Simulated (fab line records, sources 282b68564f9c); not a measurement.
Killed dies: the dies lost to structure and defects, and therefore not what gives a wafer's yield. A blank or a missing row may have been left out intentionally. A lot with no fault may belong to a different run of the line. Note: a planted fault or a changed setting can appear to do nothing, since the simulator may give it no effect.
fab line records    flow rit-cmos    part 1 of 2: steps 1 to 36 of 50
record: lots: 5  wafers: 15  last-day: 7
route steps=202 shown GATE@87 REOX@98 NLDD@103 PLDD@114 SPACER@125 NSD@131
lots that met no fault: from a run of the same line without faults
start-h: the number of hours between the record's first day and the start of the first shown wafer of the lot    wait-h: how many hours have passed since the lot's step before this one    " the same as in the row above    L1.1+2: one row covering several wafers at once    - either no value or no given start    * or withheld: withheld    < > ~ a bound
route shown NAME@n: names a module that has steps shown in the file, with the first one's number in the route    usual: mean/standard deviation taken from wafers without a fault    same: alike in all rows    chamber/n: place in a boat    sites: each site's reading    _std_site: the values' standard deviation    _edge_site: outer sites' mean less inner sites'    radius-mm: how far each site lies from the wafer's centre    mask NAME#n: copy n    behind: tool/chamber where the wafer was last shaped    hold: the reason the lot was held/the length of the hold in hours/how it ended    device: transistor that didn't switch, given as n, p or np    end of line: tests run on the same wafers once the route is complete    step lacking rows: just its recipe    killed: not the wafer's yield, but the dies lost to structure and defects at the first sort    map: a wafer's dies, x killed, . not, _ none there
set.NAME: the setting as run; set.NAME@STEP: as run at that earlier step    model.NAME: the simulator's own value behind a step, which no gauge read
lots at selected steps of the route; one table per step, one row per wafer
services: from which hour (start-h, from the record's first day; less than 0 if before it) a tool's chamber was out of use, for how many hours, and why
== steps ==
step: RIT_GATE_COAT_11
recipe: resist: NOVOLAK  spin-rpm: 4250  resist-thk-nm: 850
lot.wafer   tool            chamber  start-h  wait-h
L075.1+5+6  litho-track-03  0        40.18    0.1
L084.2+4+6  litho-track-01  0        85.44    0.1
L091.1+4+5  litho-track-04  0        120.67   0.1
L096.2+3+6  litho-track-01  0        147.84   0.1
L097.1+2+5  litho-track-03  0        153.47   0.1
step: RIT_GATE_SOFTBAKE_12
recipe: resist: NOVOLAK  temp-c: 90  time-s: 60
lot.wafer   tool            chamber  start-h  wait-h
L075.1+5+6  litho-track-03  0        40.33    0.1
L084.2+4+6  litho-track-01  0        85.59    0.1
L091.1+4+5  litho-track-04  0        120.82   0.1
L096.2+3+6  litho-track-01  0        147.99   0.1
L097.1+2+5  litho-track-03  0        153.62   0.1
step: RIT_GATE_EXPOSE_13
recipe: mask-id: M6  na: 0.6  source-shape: conventional  sigma-outer: 0.6  target-cd-nm: 150  dose-mj: 380
lot.wafer   tool              chamber  start-h  wait-h  mask
L075.1+5+6  iline-stepper-01  0        40.60    0.2     M6#0
L084.2+4+6  iline-stepper-01  0        85.86    0.2     M6#0
L091.1+4+5  iline-stepper-02  0        120.99   0.1     M6#0
L096.2+3+6  iline-stepper-01  0        148.26   0.2     M6#0
L097.1+2+5  iline-stepper-02  0        153.90   0.2     M6#0
step: RIT_GATE_PEB_14
recipe: resist: NOVOLAK  temp-c: withheld  time-s: withheld
lot.wafer   tool            chamber  start-h  wait-h
L075.1+5+6  litho-track-03  0        40.72    0.1
L084.2+4+6  litho-track-04  0        85.98    0.1
L091.1+4+5  litho-track-01  0        121.30   0.3
L096.2+3+6  litho-track-04  0        148.38   0.1
L097.1+2+5  litho-track-04  0        154.22   0.3
step: RIT_GATE_DEVELOP_15
recipe: resist: NOVOLAK  develop-time-s: 50  dev-temp-c: 23.5
usual: developer-temp-C: 23.50/0.1
lot.wafer  tool            chamber  start-h  wait-h  developer-temp-C
L075.1     litho-track-03  0        -        -       23.55
L075.5     "               0        "        "       23.58
L075.6     "               0        "        "       23.40
L084.2     litho-track-04  0        -        -       23.48
L084.4     "               0        "        "       23.52
L084.6     "               0        "        "       23.49
L091.1     litho-track-01  0        -        -       23.38
L091.4     "               0        "        "       23.53
L091.5     "               0        "        "       23.57
L096.2     litho-track-04  0        -        -       23.45
L096.3     "               0        "        "       23.47
L096.6     "               0        "        "       23.38
L097.1     litho-track-04  0        -        -       23.44
L097.2     "               0        "        "       23.35
L097.5     "               0        "        "       23.43
step: RIT_GATE_CD_MEAS_16
recipe: target-cd-nm: 150
usual: cd-nm: 150.3/2.4
lot.wafer  tool       chamber  start-h  wait-h  cd-nm
L075.1     cd-sem-02  -        41.00    -       153.1
L075.5     "          -        "        "       150.5
L075.6     "          -        "        "       152.0
L084.2     cd-sem-01  -        86.26    -       147.2
L084.4     "          -        "        "       148.8
L084.6     "          -        "        "       147.4
L091.1     cd-sem-02  -        121.59   -       151.1
L091.4     "          -        "        "       150.9
L091.5     "          -        "        "       150.0
L096.2     cd-sem-02  -        148.66   -       151.0
L096.3     "          -        "        "       151.7
L096.6     "          -        "        "       151.4
L097.1     cd-sem-01  -        154.51   -       146.1
L097.2     "          -        "        "       146.1
L097.5     "          -        "        "       146.8
step: RIT_GATE_OVL_MEAS_17
usual: GATE_OVL: 0.5/1.4
lot.wafer  tool        chamber  start-h  wait-h  GATE_OVL[nm]
L075.1     overlay-01  -        41.12    0.1     -2.0
L075.5     "           -        "        "       0.6
L075.6     "           -        "        "       -0.7
L084.2     overlay-02  -        86.37    0.1     0.5
L084.4     "           -        "        "       0.3
L084.6     "           -        "        "       -0.8
L091.1     overlay-01  -        121.71   0.1     -1.5
L091.4     "           -        "        "       -1.7
L091.5     "           -        "        "       -1.8
L096.2     overlay-01  -        148.76   0.1     1.4
L096.3     "           -        "        "       0.2
L096.6     "           -        "        "       0.2
L097.1     overlay-02  -        154.63   0.1     -1.0
L097.2     "           -        "        "       -0.9
L097.5     "           -        "        "       -0.3
step: RIT_GATE_HARDBAKE_18
recipe: resist: NOVOLAK  temp-c: 140  time-s: 60
lot.wafer   tool            chamber  start-h  wait-h
L075.1+5+6  litho-track-04  0        41.16    0.0
L084.2+4+6  litho-track-03  0        86.59    0.2
L091.1+4+5  litho-track-01  0        121.74   0.0
L096.2+3+6  litho-track-01  0        148.82   0.0
L097.1+2+5  litho-track-01  0        154.83   0.2
step: RIT_GATE_ETCH_19
recipe: chemistry: SF6/CHF3/O2  time-s: 165  SF6_flow_sccm: 30  CHF3_flow_sccm: 30  O2_flow_sccm: 5  target: poly-Si  pressure-mtorr: 40  rf-w: 160  target-depth-a: 3125  over-etch-frac: 0.25  stop-on: SiO2
usual: drypump-motor-current-A: 5.7/0.36  oes-product-au: 0.841/0.01  throttle-valve-pct: 10.27/0.15
lot.wafer  tool       chamber  start-h  wait-h  drypump-motor-current-A  oes-product-au  rf-hours-counter-h  throttle-valve-pct
L075.1     rie-si-02  0        41.31    0.1     5.0                      0.836           93                  10.24
L075.5     "          1        "        "       5.7                      0.841           -                   10.19
L075.6     "          2        "        "       5.9                      0.846           -                   10.17
L084.2     rie-si-01  0        86.71    0.1     5.7                      0.826           53                  10.42
L084.4     "          1        "        "       6.3                      0.848           6                   10.29
L084.6     "          2        "        "       5.4                      0.838           -                   10.14
L091.1     rie-si-02  3        121.89   0.1     5.9                      0.854           72                  10.09
L091.4     "          2        "        "       5.9                      0.850           2                   10.15
L091.5     "          3        "        "       5.8                      0.840           -                   10.11
L096.2     rie-si-01  3        148.94   0.1     6.1                      0.843           2                   10.55
L096.3     "          2        "        "       5.4                      0.869           0                   10.13
L096.6     "          3        "        "       6.0                      0.838           -                   10.55
L097.1     rie-si-02  1        154.98   0.1     5.7                      0.835           4                   10.18
L097.2     "          0        "        "       5.0                      0.836           93                  10.28
L097.5     "          2        "        "       5.9                      0.839           -                   10.18
step: RIT_GATE_STRIP_20
recipe: chemistry: O2  time-s: 180  resist: NOVOLAK  platen-temp-c: withheld  power-w: 500  pressure-mtorr: 4000  o2-flow-sccm: 4000
usual: drypump-motor-current-A: 5.7/0.34
lot.wafer  tool             chamber  start-h  wait-h  drypump-motor-current-A  rf-hours-counter-h
L075.1     plasma-asher-04  1        41.42    0.1     5.1                      44
L075.5     "                1        "        "       5.1                      -
L075.6     "                0        "        "       5.4                      -
L084.2     plasma-asher-02  0        86.82    0.1     5.6                      36
L084.4     "                1        "        "       5.5                      -
L084.6     "                1        "        "       5.5                      -
L091.1     plasma-asher-02  0        122.00   0.1     5.6                      0
L091.4     "                1        "        "       5.5                      -
L091.5     "                0        "        "       5.6                      -
L096.2     plasma-asher-01  1        149.05   0.1     5.8                      38
L096.3     "                1        "        "       5.8                      -
L096.6     "                0        "        "       6.2                      -
L097.1     plasma-asher-01  1        155.08   0.1     5.8                      39
L097.2     "                0        "        "       6.2                      39
L097.5     "                0        "        "       6.2                      -
step: RIT_GATE_CD_MEAS_90
recipe: target-cd-nm: 150
usual: cd-nm: 150.2/2.4
lot.wafer  tool       chamber  start-h  wait-h  cd-nm
L075.1     cd-sem-02  -        41.59    0.1     153.3
L075.5     "          -        "        "       150.1
L075.6     "          -        "        "       152.0
L084.2     cd-sem-02  -        87.01    0.1     147.7
L084.4     "          -        "        "       148.9
L084.6     "          -        "        "       147.1
L091.1     cd-sem-02  -        122.18   0.1     150.8
L091.4     "          -        "        "       150.4
L091.5     "          -        "        "       150.0
L096.2     cd-sem-01  -        149.25   0.1     150.8
L096.3     "          -        "        "       151.9
L096.6     "          -        "        "       151.8
L097.1     cd-sem-02  -        155.26   0.1     145.8
L097.2     "          -        "        "       146.0
L097.5     "          -        "        "       146.5
step: RIT_REOX_CLEAN_00
recipe: chemistry: SC1  mix: 3:3:50  time-s: 600  temp-c: 75
lot.wafer   tool          chamber  start-h  wait-h
L075.1+5+6  wet-bench-02  3        41.71    0.1
L084.2+4+6  wet-bench-02  2        87.11    0.1
L091.1+4+5  wet-bench-02  2        122.30   0.1
L096.2+3+6  wet-bench-02  1        149.35   0.1
L097.1+2+5  wet-bench-01  1        155.38   0.1
step: RIT_REOX_CLEAN_01
recipe: chemistry: dHF  dilution: 50:1  time-s: 30
lot.wafer   tool          chamber  start-h  wait-h
L075.1+5+6  wet-bench-01  2        41.89    0.0
L084.2+4+6  wet-bench-01  1        87.29    0.0
L091.1+4+5  wet-bench-03  2        122.47   0.0
L096.2+3+6  wet-bench-03  2        149.52   0.0
L097.1+2+5  wet-bench-01  1        155.55   0.0
step: RIT_REOX_CLEAN_02
recipe: chemistry: SC2  mix: 3:3:50  time-s: 600  temp-c: 75  dry: n2-spin
lot.wafer   tool          chamber  start-h  wait-h
L075.1+5+6  wet-bench-03  1        41.91    0.0
L084.2+4+6  wet-bench-02  3        87.31    0.0
L091.1+4+5  wet-bench-02  3        122.49   0.0
L096.2+3+6  wet-bench-01  0        149.54   0.0
L097.1+2+5  wet-bench-01  3        155.57   0.0
step: RIT_REOX_OXIDATION_03
recipe: temp-c: 900  ambient: O2  target-thk-a: 252  ox-time-s: 5580
usual: ox-temp-c: 900.0/0.42
lot.wafer  tool        chamber  start-h  wait-h  ox-temp-c
L075.1     furnace-03  0        42.10    0.0     900.5
L075.5     "           0        "        "       900.1
L075.6     "           0        "        "       900.7
L084.2     furnace-04  0        87.48    0.0     899.5
L084.4     "           0        "        "       899.6
L084.6     "           0        "        "       899.5
L091.1     furnace-04  0        123.33   0.7     900.0
L091.4     "           0        "        "       900.1
L091.5     "           0        "        "       899.5
L096.2     furnace-01  0        149.71   0.0     899.3
L096.3     "           0        "        "       899.4
L096.6     "           0        "        "       899.6
L097.1     furnace-04  0        157.05   1.3     900.0
L097.2     "           0        "        "       900.0
L097.5     "           0        "        "       900.7
step: RIT_REOX_THK_MEAS_04
recipe: reads: SiO2_of_REOX_OXIDATION_03
usual: REOX_OXIDE_THK: 25.4/0.5
lot.wafer  tool           chamber  start-h  wait-h  REOX_OXIDE_THK[nm]
L075.1     film-metro-03  -        44.65    0.0     25.0
L075.5     "              -        "        "       25.4
L075.6     "              -        "        "       25.4
L084.2     film-metro-01  -        90.04    0.0     25.1
L084.4     "              -        "        "       25.2
L084.6     "              -        "        "       25.5
L091.1     film-metro-01  -        125.88   0.0     25.1
L091.4     "              -        "        "       24.9
L091.5     "              -        "        "       25.3
L096.2     film-metro-01  -        152.27   0.0     24.6
L096.3     "              -        "        "       25.2
L096.6     "              -        "        "       25.4
L097.1     film-metro-01  -        159.60   0.0     24.8
L097.2     "              -        "        "       24.4
L097.5     "              -        "        "       25.0
step: RIT_NLDD_HMDS_00
recipe: prime-time-s: 60  prime-temp-c: 140
lot.wafer   tool            chamber  start-h  wait-h
L075.1+5+6  litho-track-04  0        44.71    0.1
L084.2+4+6  litho-track-02  0        90.12    0.1
L091.1+4+5  litho-track-03  0        125.94   0.1
L096.2+3+6  litho-track-02  0        152.35   0.1
L097.1+2+5  litho-track-02  0        159.66   0.1
step: RIT_NLDD_COAT_01
recipe: resist: NOVOLAK  spin-rpm: 3250  resist-thk-nm: 1000
lot.wafer   tool            chamber  start-h  wait-h
L075.1+5+6  litho-track-04  0        44.86    0.1
L084.2+4+6  litho-track-02  0        90.27    0.1
L091.1+4+5  litho-track-03  0        126.09   0.1
L096.2+3+6  litho-track-02  0        152.50   0.1
L097.1+2+5  litho-track-02  0        159.81   0.1
step: RIT_NLDD_SOFTBAKE_02
recipe: resist: NOVOLAK  temp-c: 90  time-s: 60
lot.wafer   tool            chamber  start-h  wait-h
L075.1+5+6  litho-track-04  0        45.01    0.1
L084.2+4+6  litho-track-02  0        90.42    0.1
L091.1+4+5  litho-track-03  0        126.24   0.1
L096.2+3+6  litho-track-02  0        152.65   0.1
L097.1+2+5  litho-track-02  0        159.96   0.1
step: RIT_NLDD_EXPOSE_03
recipe: mask-id: M7  na: 0.57  target-cd-nm: 40700  dose-mj: 250
lot.wafer   tool              chamber  start-h  wait-h  mask
L075.1+5+6  iline-stepper-01  0        45.28    0.2     M7#0
L084.2+4+6  iline-stepper-01  0        90.56    0.1     M7#0
L091.1+4+5  iline-stepper-02  0        126.51   0.2     M7#0
L096.2+3+6  iline-stepper-01  0        152.92   0.2     M7#0
L097.1+2+5  iline-stepper-01  0        160.11   0.1     M7#0
step: RIT_NLDD_PEB_04
recipe: resist: NOVOLAK  temp-c: withheld  time-s: withheld
lot.wafer   tool            chamber  start-h  wait-h
L075.1+5+6  litho-track-03  0        45.40    0.1
L084.2+4+6  litho-track-03  0        90.68    0.1
L091.1+4+5  litho-track-04  0        126.63   0.1
L096.2+3+6  litho-track-04  0        153.04   0.1
L097.1+2+5  litho-track-03  0        160.23   0.1
step: RIT_NLDD_DEVELOP_05
recipe: resist: NOVOLAK  develop-time-s: 50  dev-temp-c: 23
usual: developer-temp-C: 22.99/0.11
lot.wafer  tool            chamber  start-h  wait-h  developer-temp-C
L075.1     litho-track-03  0        -        -       23.15
L075.5     "               0        "        "       22.95
L075.6     "               0        "        "       23.18
L084.2     litho-track-03  0        -        -       23.06
L084.4     "               0        "        "       23.00
L084.6     "               0        "        "       23.01
L091.1     litho-track-04  0        -        -       23.06
L091.4     "               0        "        "       22.92
L091.5     "               0        "        "       22.90
L096.2     litho-track-04  0        -        -       22.98
L096.3     "               0        "        "       22.92
L096.6     "               0        "        "       22.96
L097.1     litho-track-03  0        -        -       22.90
L097.2     "               0        "        "       23.07
L097.5     "               0        "        "       22.84
step: RIT_NLDD_OVL_MEAS_06
usual: NLDD_OVL: 1.4/1.3
lot.wafer  tool        chamber  start-h  wait-h  NLDD_OVL[nm]
L075.1     overlay-01  -        45.68    -       1.5
L075.5     "           -        "        "       1.7
L075.6     "           -        "        "       2.4
L084.2     overlay-01  -        90.95    -       2.6
L084.4     "           -        "        "       0.8
L084.6     "           -        "        "       2.4
L091.1     overlay-01  -        126.91   -       1.0
L091.4     "           -        "        "       1.8
L091.5     "           -        "        "       2.0
L096.2     overlay-02  -        153.30   -       3.0
L096.3     "           -        "        "       2.4
L096.6     "           -        "        "       3.4
L097.1     overlay-01  -        160.51   -       1.5
L097.2     "           -        "        "       1.3
L097.5     "           -        "        "       1.1
step: RIT_NLDD_HARDBAKE_07
recipe: resist: NOVOLAK  temp-c: 140  time-s: 60
lot.wafer   tool            chamber  start-h  wait-h
L075.1+5+6  litho-track-02  0        45.72    0.0
L084.2+4+6  litho-track-04  0        91.11    0.2
L091.1+4+5  litho-track-04  0        126.95   0.0
L096.2+3+6  litho-track-02  0        153.42   0.1
L097.1+2+5  litho-track-03  0        160.55   0.0
step: RIT_NLDD_IMPLANT_08
recipe: species: P  energy-kev: 20  dose-cm2: 5e+14  tilt-deg: 7
lot.wafer   tool          chamber  start-h  wait-h
L075.1+5+6  implanter-04  0        45.87    0.1
L084.2+4+6  implanter-03  0        91.26    0.1
L091.1+4+5  implanter-01  0        127.10   0.1
L096.2+3+6  implanter-03  0        153.57   0.1
L097.1+2+5  implanter-01  0        160.70   0.1
step: RIT_NLDD_STRIP_09
recipe: chemistry: O2  time-s: 180  resist: NOVOLAK  platen-temp-c: withheld  power-w: 500  pressure-mtorr: 4000  o2-flow-sccm: 4000
usual: drypump-motor-current-A: 5.47/0.28
lot.wafer  tool             chamber  start-h  wait-h  drypump-motor-current-A  rf-hours-counter-h
L075.1     plasma-asher-03  1        46.02    0.1     5.47                     43
L075.5     "                0        "        "       5.95                     -
L075.6     "                1        "        "       5.48                     -
L084.2     plasma-asher-02  0        91.39    0.1     5.61                     37
L084.4     "                1        "        "       5.53                     -
L084.6     "                0        "        "       5.61                     -
L091.1     plasma-asher-03  0        127.25   0.1     5.94                     49
L091.4     "                0        "        "       5.96                     -
L091.5     "                0        "        "       5.95                     -
L096.2     plasma-asher-04  0        153.69   0.1     5.42                     57
L096.3     "                1        "        "       5.06                     -
L096.6     "                1        "        "       5.03                     -
L097.1     plasma-asher-04  1        160.85   0.1     5.05                     58
L097.2     "                0        "        "       5.43                     58
L097.5     "                1        "        "       5.02                     -
step: RIT_NLDD_TW_MEAS_10
usual: NLDD_TW: 2470/12
lot.wafer  tool           chamber  start-h  wait-h  NLDD_TW
L075.1     film-metro-04  -        46.19    0.1     2456
L075.5     "              -        "        "       2447
L075.6     "              -        "        "       2466
L084.2     film-metro-03  -        91.57    0.1     2498
L084.4     "              -        "        "       2481
L084.6     "              -        "        "       2485
L091.1     film-metro-02  -        127.42   0.1     2473
L091.4     "              -        "        "       2471
L091.5     "              -        "        "       2469
L096.2     film-metro-04  -        153.88   0.1     2469
L096.3     "              -        "        "       2451
L096.6     "              -        "        "       2463
L097.1     film-metro-04  -        161.02   0.1     2469
L097.2     "              -        "        "       2470
L097.5     "              -        "        "       2472
step: RIT_PLDD_HMDS_00
recipe: prime-time-s: 60  prime-temp-c: 140
lot.wafer   tool            chamber  start-h  wait-h
L075.1+5+6  litho-track-04  0        46.25    0.1
L084.2+4+6  litho-track-01  0        91.65    0.1
L091.1+4+5  litho-track-02  0        127.48   0.1
L096.2+3+6  litho-track-01  0        153.95   0.1
L097.1+2+5  litho-track-01  0        161.08   0.1
step: RIT_PLDD_COAT_01
recipe: resist: NOVOLAK  spin-rpm: 3250  resist-thk-nm: 1013
lot.wafer   tool            chamber  start-h  wait-h
L075.1+5+6  litho-track-04  0        46.40    0.1
L084.2+4+6  litho-track-01  0        91.80    0.1
L091.1+4+5  litho-track-02  0        127.63   0.1
L096.2+3+6  litho-track-01  0        154.10   0.1
L097.1+2+5  litho-track-01  0        161.23   0.1
step: RIT_PLDD_SOFTBAKE_02
recipe: resist: NOVOLAK  temp-c: 90  time-s: 60
lot.wafer   tool            chamber  start-h  wait-h
L075.1+5+6  litho-track-04  0        46.55    0.1
L084.2+4+6  litho-track-01  0        91.95    0.1
L091.1+4+5  litho-track-02  0        127.78   0.1
L096.2+3+6  litho-track-01  0        154.25   0.1
L097.1+2+5  litho-track-01  0        161.38   0.1
step: RIT_PLDD_EXPOSE_03
recipe: mask-id: M8  na: 0.57  target-cd-nm: 40900  dose-mj: 250
lot.wafer   tool              chamber  start-h  wait-h  mask
L075.1+5+6  iline-stepper-01  0        46.83    0.2     M8#0
L084.2+4+6  iline-stepper-01  0        92.09    0.1     M8#0
L091.1+4+5  iline-stepper-01  0        127.93   0.1     M8#0
L096.2+3+6  iline-stepper-01  0        154.52   0.2     M8#0
L097.1+2+5  iline-stepper-02  0        161.66   0.2     M8#0
step: RIT_PLDD_PEB_04
recipe: resist: NOVOLAK  temp-c: withheld  time-s: withheld
lot.wafer   tool            chamber  start-h  wait-h
L075.1+5+6  litho-track-01  0        46.94    0.1
L084.2+4+6  litho-track-02  0        92.22    0.1
L091.1+4+5  litho-track-02  0        128.05   0.1
L096.2+3+6  litho-track-04  0        154.64   0.1
L097.1+2+5  litho-track-01  0        161.78   0.1
step: RIT_PLDD_DEVELOP_05
recipe: resist: NOVOLAK  develop-time-s: 50  dev-temp-c: 23
usual: developer-temp-C: 22.99/0.099
lot.wafer  tool            chamber  start-h  wait-h  developer-temp-C
L075.1     litho-track-01  0        -        -       22.99
L075.5     "               0        "        "       23.15
L075.6     "               0        "        "       23.05
L084.2     litho-track-02  0        -        -       22.94
L084.4     "               0        "        "       23.08
L084.6     "               0        "        "       23.00
L091.1     litho-track-02  0        -        -       23.02
L091.4     "               0        "        "       23.02
L091.5     "               0        "        "       23.24
L096.2     litho-track-04  0        -        -       23.04
L096.3     "               0        "        "       23.07
L096.6     "               0        "        "       23.15
L097.1     litho-track-01  0        -        -       22.94
L097.2     "               0        "        "       22.92
L097.5     "               0        "        "       23.04
step: RIT_PLDD_OVL_MEAS_06
usual: PLDD_OVL: -0.7/1.4
lot.wafer  tool        chamber  start-h  wait-h  PLDD_OVL[nm]
L075.1     overlay-02  -        47.23    -       -0.3
L075.5     "           -        "        "       -1.2
L075.6     "           -        "        "       -0.9
L084.2     overlay-01  -        92.48    -       -2.5
L084.4     "           -        "        "       -3.0
L084.6     "           -        "        "       -1.8
L091.1     overlay-02  -        128.33   -       -0.2
L091.4     "           -        "        "       0.3
L091.5     "           -        "        "       0.4
L096.2     overlay-01  -        154.91   -       -1.9
L096.3     "           -        "        "       -1.0
L096.6     "           -        "        "       -1.5
L097.1     overlay-02  -        162.06   -       -1.4
L097.2     "           -        "        "       -2.2
L097.5     "           -        "        "       -2.0
step: RIT_PLDD_HARDBAKE_07
recipe: resist: NOVOLAK  temp-c: 140  time-s: 60
lot.wafer   tool            chamber  start-h  wait-h
L075.1+5+6  litho-track-01  0        47.26    0.0
L084.2+4+6  litho-track-02  0        92.54    0.0
L091.1+4+5  litho-track-01  0        128.37   0.0
L096.2+3+6  litho-track-04  0        154.96   0.0
L097.1+2+5  litho-track-04  0        162.10   0.0
step: RIT_PLDD_IMPLANT_08
recipe: species: BF2  energy-kev: 20  dose-cm2: 9e+14  tilt-deg: 7
lot.wafer   tool          chamber  start-h  wait-h
L075.1+5+6  implanter-02  0        47.41    0.1
L084.2+4+6  implanter-02  0        92.69    0.1
L091.1+4+5  implanter-01  0        128.52   0.1
L096.2+3+6  implanter-03  0        155.11   0.1
L097.1+2+5  implanter-03  0        162.25   0.1
